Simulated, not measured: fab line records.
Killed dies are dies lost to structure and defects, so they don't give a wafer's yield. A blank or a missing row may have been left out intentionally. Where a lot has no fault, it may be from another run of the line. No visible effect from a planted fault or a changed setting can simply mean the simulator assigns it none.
A lot that was struck, set against a sound lot :: flow rit_cmos :: 15 out of 202 route steps
Sound: wafers L347.3, L347.5, L347.6. Wafers L352.1, L352.3, L352.4 were the ones struck. The cause is given at the end.
Per side, at each step with rows, come the tool, then ch with its chambers, and then its first start. Under that, the readings that differ: sound wafers :: struck wafers :: difference of the means :: sigmas: that difference in standard deviations of wafers without a fault.
alike: readings whose means differ by less than 2 such deviations, and words and numbers that are the same on both sides. not compared: withheld readings, readings that some wafer has no value for, bounds like >300 that may hide the same value, and numbers for which the record gives no deviation and whose values overlap.
A row with sigmas, a row that says differs or no value, or rows on one side alone: a step with any of these is where the two part. Numbers that don't overlap but have no deviation are shown without sigmas and don't part them. Lack of a reading on every wafer of one side parts them only where that side has two or more wafers.

first, 3 steps without rows for these wafers: RIT_SDANNEAL_CLEAN_00 (cleans in SC1, time 600 s); RIT_SDANNEAL_CLEAN_01 (cleans in dHF, time 30 s); RIT_SDANNEAL_CLEAN_02 (cleans in SC2, time 600 s).
RIT_SDANNEAL_RTA_03: time 5 s.
  sound on rtp_anneal-02 ch 0, day 5 15:11; struck on rtp_anneal-01 ch 0, day 6 19:29
  alike: wafer_temp_C_max
RIT_SDANNEAL_RS_MEAS_04: measurement is done with a four-point probe.
  sound on film_metro-02 at day 5 15:16; struck on film_metro-02 at day 6 19:32
  alike: PSD_RS
RIT_SDANNEAL_RS_MEAS_05: measurement is done with a four-point probe.
  sound on film_metro-02 at day 5 15:23; struck on film_metro-02 at day 6 19:40
  alike: NSD_RS
RIT_SDANNEAL_RS_MEAS_06: measurement is done with a four-point probe.
  sound on film_metro-02 at day 5 15:31; struck on film_metro-02 at day 6 19:47
  alike: PLDD_RS
RIT_SDANNEAL_RS_MEAS_07: measurement is done with a four-point probe.
  sound on film_metro-02 at day 5 15:38; struck on film_metro-02 at day 6 19:54
  alike: NLDD_RS
then, 1 step without rows for these wafers: RIT_SILICIDE_WET_ETCH_00 (etches SiO2 in BOE, target depth 14 nm, time 15 s).
RIT_SILICIDE_SPUTTER_01: material Ti, target thk 30 nm, time 240 s.
  sound on pvd_sputter-01 at day 5 15:43; struck on pvd_sputter-03 at day 6 20:02
  alike: throttle_valve_pct
RIT_SILICIDE_RS_MEAS_02: measurement is done with a four-point probe.
  sound on film_metro-03 at day 5 15:55; struck on film_metro-04 at day 6 20:11
  alike: SILICIDE_TI_RS
RIT_SILICIDE_THK_MEAS_03: measures by xrf.
  sound on film_metro-03 at day 5 16:01; struck on film_metro-04 at day 6 20:19
  alike: SILICIDE_TI_THK
RIT_SILICIDE_RTA_04: time 10 s, ramp up 5 s, ramp down 5 s.
  sound on rtp_anneal-01 ch 0, day 5 16:05; struck on rtp_anneal-02 ch 0, day 6 20:22
reading: wafer_temp_C_max
sound: 652.6 652.2 653.1
struck: 595.3 597.1 595.7
difference: -56.6
sigmas: -40
then, 1 step without rows for these wafers: RIT_SILICIDE_WET_ETCH_05 (etches Ti in SPM, time 120 s).
RIT_M1_PROBE_99:
  sound on prober-01 at day 5 22:55; struck on prober-02 at day 7 03:39
reading: model.etest.npoly_line.line_ohm_um
sound: 165.8 165.7 165.2
struck: 257.4 253.4 259.4
difference: +91.2
sigmas: 

reading: model.etest.ppoly_line.line_ohm_um
sound: 159.6 159.9 158.9
struck: 244.5 238.2 240
difference: +81.4
sigmas: 

reading: model.etest.ppoly_line.width_nm (nm)
sound: 102.4 102.7 103.9
struck: 106 107.9 106.3
difference: +4
sigmas: 

reading: model.etest.npoly_line.width_nm (nm)
sound: 102.1 102.8 103.3
struck: 105.6 106.3 105.5
difference: +3.1
sigmas: 

reading: model.etest.contact_pplus.end_ohm_um
sound: 43.48 43.96 42.58
struck: 32.42 33.32 33.35
difference: -10.31
sigmas: 

reading: model.etest.npoly_line.rs_ohm_sq
sound: 16.94 17.01 17.06
struck: 27.05 27.18 27.15
difference: +10.12
sigmas: 

reading: model.etest.ppoly_line.rs_ohm_sq
sound: 16.46 16.44 16.64
struck: 25.77 25.91 25.8
difference: +9.31
sigmas: 

reading: model.etest.contact_nplus.end_ohm_um
sound: 42.41 41.21 42.36
struck: 33.52 32.62 33.64
difference: -8.73
sigmas: 
  alike: killed_at_contacts, killed_at_front_end, killed_dies, killed_open, killed_short

== WHERE THEY PART ==
Only at RIT_SILICIDE_RTA_04, as far as this record shows. Later steps at which nothing parts them and some readings are alike: RIT_M1_PROBE_99.

WHY: what had been put in by the simulator
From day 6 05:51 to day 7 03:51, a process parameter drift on rtp_anneal-02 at RIT_SILICIDE_RTA_04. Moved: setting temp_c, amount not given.
